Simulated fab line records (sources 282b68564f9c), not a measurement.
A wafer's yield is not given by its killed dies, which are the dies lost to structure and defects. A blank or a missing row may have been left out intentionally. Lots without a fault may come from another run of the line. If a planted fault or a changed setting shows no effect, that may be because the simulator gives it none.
Which tool did it? ; flow rit_cmos ; 45 wafers from 15 lots sampled at 5 of the route's 202 steps

== WHAT THE GAUGES SHOWED, per wafer ==
RIT_SDANNEAL_RS_MEAS_04: uses a four-point probe to measure.
lot;measured;on;PSD_RS (ohm/sq)
L378;day 3 04:26;film_metro-03;116.3 116.4 116.2
L379;day 3 07:03;film_metro-03;116.4 116.2 116.4
L381;day 3 21:11;film_metro-04;115.9 115.8 115.7
L382;day 3 23:58;film_metro-02;115.6 115.8 115.8
L383;day 4 09:43;film_metro-04;116.1 116.1 116.3
L384;day 4 12:22;film_metro-02;115.4 115.7 115.3
L386;day 4 22:38;film_metro-03;116.2 116.7 116.2
L387;day 5 04:39;film_metro-02;115.5 115.7 115.7
L391;day 5 20:27;film_metro-03;116.4 116.1 116.0
L392;day 6 05:06;film_metro-04;121.8 120.8 121.3 121.8 120.9 121.3
L394;day 6 16:43;film_metro-02;121.1 121.5 121.5 121.4 121.6 121.2
L396;day 7 06:11;film_metro-04;121.4 121.0 121.0 121.1 121.1 120.9
L397;day 7 09:32;film_metro-03;116.3 116.5 116.6
L399;day 7 13:43;film_metro-03;116.5 116.3 116.7
L401;day 8 02:06;film_metro-04;115.6 115.5 115.6

RIT_SDANNEAL_RS_MEAS_06: uses a four-point probe to measure.
lot;measured;on;PLDD_RS (ohm/sq)
L378;day 3 04:41;film_metro-03;178.7 178.9 179.1
L379;day 3 07:17;film_metro-03;178.4 179.3 179.1
L381;day 3 21:26;film_metro-04;178.8 178.4 178.5
L382;day 4 00:13;film_metro-02;177.5 177.8 178.0
L383;day 4 09:57;film_metro-04;178.6 178.4 178.6
L384;day 4 12:37;film_metro-02;177.0 177.8 177.8
L386;day 4 22:53;film_metro-03;179.3 179.5 179.5
L387;day 5 04:53;film_metro-02;178.3 178.2 178.5
L391;day 5 20:41;film_metro-03;178.6 179.0 178.9
L392;day 6 10:19;film_metro-04;183.1 182.9 183.3 183.0 182.1 183.7
L394;day 6 21:57;film_metro-02;183.6 183.8 183.2 183.6 183.5 183.8
L396;day 7 07:47;film_metro-04;183.4 183.0 183.2 183.1 182.9 182.9
L397;day 7 09:46;film_metro-03;179.2 179.3 179.1
L399;day 7 13:57;film_metro-03;179.2 179.1 179.3
L401;day 8 02:20;film_metro-04;178.4 177.9 178.3

RIT_CONTACT_THK_MEAS_01.
lot;measured;on;CONTACT_TEOS_THK (nm)
L378;day 3 05:29;film_metro-01;398 390 396
L379;day 3 08:05;film_metro-04;395 403 405
L381;day 3 22:13;film_metro-02;389 397 406
L382;day 4 01:01;film_metro-01;395 398 400
L383;day 4 10:49;film_metro-04;393 403 403
L384;day 4 13:30;film_metro-04;399 389 397
L386;day 4 23:40;film_metro-01;394 398 400
L387;day 5 05:42;film_metro-04;394 409 405
L391;day 5 21:30;film_metro-04;400 406 410
L392;day 6 18:44;film_metro-02;398 393 401
L394;day 7 03:53;film_metro-04;402 403 410
L396;day 7 10:38;film_metro-04;395 395 396
L397;day 7 10:35;film_metro-04;402 402 406
L399;day 7 14:46;film_metro-01;396 399 401
L401;day 8 03:08;film_metro-01;386 402 397

RIT_M1_OVL_MEAS_10.
lot;measured;on;M1_OVL (nm)
L378;day 3 09:20;overlay-01;1.8 1.4 2.0
L379;day 3 11:50;overlay-02;-1.2 -1.5 -1.7
L381;day 4 02:00;overlay-02;2.1 1.2 2.6
L382;day 4 05:09;overlay-02;0.9 -0.3 0.0
L383;day 4 14:30;overlay-01;1.1 0.9 0.5
L384;day 4 17:28;overlay-02;1.4 -0.3 -1.0
L386;day 5 03:20;overlay-01;4.9 3.4 3.7
L387;day 5 09:38;overlay-02;1.6 1.0 1.2
L391;day 6 01:16;overlay-01;0.6 -0.5 0.2
L392;day 6 22:22;overlay-02;-0.2 0.0 0.5
L394;day 7 07:33;overlay-02;0.4 -0.1 1.0
L396;day 7 14:55;overlay-02;0.7 -0.1 1.1
L397;day 7 14:21;overlay-02;-0.3 0.3 -0.4
L399;day 7 18:25;overlay-02;-0.4 0.6 -0.7
L401;day 8 06:55;overlay-02;1.0 -0.8 0.1

== WHAT TOOL EACH LOT RAN ON (gives the tool, then ch and the chambers of the sampled wafers, and finally the start) ==
lot;RIT_SDANNEAL_RTA_03
L378;rtp_anneal-02 ch 0, day 3 04:23
L379;rtp_anneal-01 ch 0, day 3 06:58
L381;rtp_anneal-01 ch 0, day 3 21:07
L382;rtp_anneal-02 ch 0, day 3 23:55
L383;rtp_anneal-01 ch 0, day 4 09:38
L384;rtp_anneal-02 ch 0, day 4 12:15
L386;rtp_anneal-02 ch 0, day 4 22:34
L387;rtp_anneal-01 ch 0, day 5 04:35
L391;rtp_anneal-01 ch 0, day 5 20:23
L392;rtp_anneal-02 ch 0, day 6 05:02
L394;rtp_anneal-02 ch 0, day 6 16:40
L396;rtp_anneal-02 ch 0, day 7 06:08
L397;rtp_anneal-01 ch 0, day 7 09:28
L399;rtp_anneal-01 ch 0, day 7 13:40
L401;rtp_anneal-01 ch 0, day 8 02:01
- RIT_SDANNEAL_RTA_03: time 5 s.

== AS READ BY THE TOOLS THEMSELVES (means over the sampled wafers that have a number; for cases with no such wafer, the mark the record gives instead) ==
RIT_SDANNEAL_RTA_03.
lot;tool;wafer_temp_C_max
L378;rtp_anneal-02;1053.9
L379;rtp_anneal-01;1052.8
L381;rtp_anneal-01;1053.4
L382;rtp_anneal-02;1053.4
L383;rtp_anneal-01;1053.9
L384;rtp_anneal-02;1053.5
L386;rtp_anneal-02;1053.6
L387;rtp_anneal-01;1053.8
L391;rtp_anneal-01;1053.4
L392;rtp_anneal-02;1045.1
L394;rtp_anneal-02;1045.2
L396;rtp_anneal-02;1046.4
L397;rtp_anneal-01;1052.9
L399;rtp_anneal-01;1053.0
L401;rtp_anneal-01;1052.8

== THE ANSWER, worked out from the rows above alone ==
Rule: usual is defined by the lots themselves. Put in order of their means at a reading, lots are off if they are a third of the lots or fewer, leave a main group of 4 or more, and stand apart from it by a gap of 3 or more times the standard deviation of the main group's means; of several such gaps the widest counts. A main group is skipped when, at the precision printed for the reading in the tables above, its means are all equal. Also off: a lot with no number at a reading for which 4 or more lots have one. The other lots that the step has rows for count as sound. The gauges are gone through in route order, then the tools' own readings, and for those a lot's mean is taken as printed above. The first step at which some lot is off is used, and at that step the reading that is off furthest; a lot without a number counts as furthest.
Off: L392, L394, L396, at RIT_SDANNEAL_RS_MEAS_04 (PSD_RS). For the main group the mean is 116.0 ohm/sq and the standard deviation 0.36.
A tool fits if, at a process step before that reading, it ran every lot that is off, and no sound lot after the first of them. The gauges at RIT_SDANNEAL_RS_MEAS_04 aren't tried: what is off there is off at RIT_SDANNEAL_RTA_03 too, on other tools, and a gauge's error can't cause that. One candidate fits, namely rtp_anneal-02 at RIT_SDANNEAL_RTA_03. Its last sound lot is L386 (day 4 22:34), its first lot that is off L392 (day 6 05:02): a fault that began between those two fits.
The tool's own readings at RIT_SDANNEAL_RTA_03 bear it out: on the lots that are off they differ by more than 5 times the standard deviation of the sound lots' means. wafer_temp_C_max reads 1045.6 there against 1053.4 on the sound lots.

== WHAT THE SIMULATOR HAD INSERTED ==
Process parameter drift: rtp_anneal-02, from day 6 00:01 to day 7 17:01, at RIT_SDANNEAL_RTA_03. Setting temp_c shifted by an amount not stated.
Shown lots that were struck: L392, L394, L396. Same finding as the rule above.
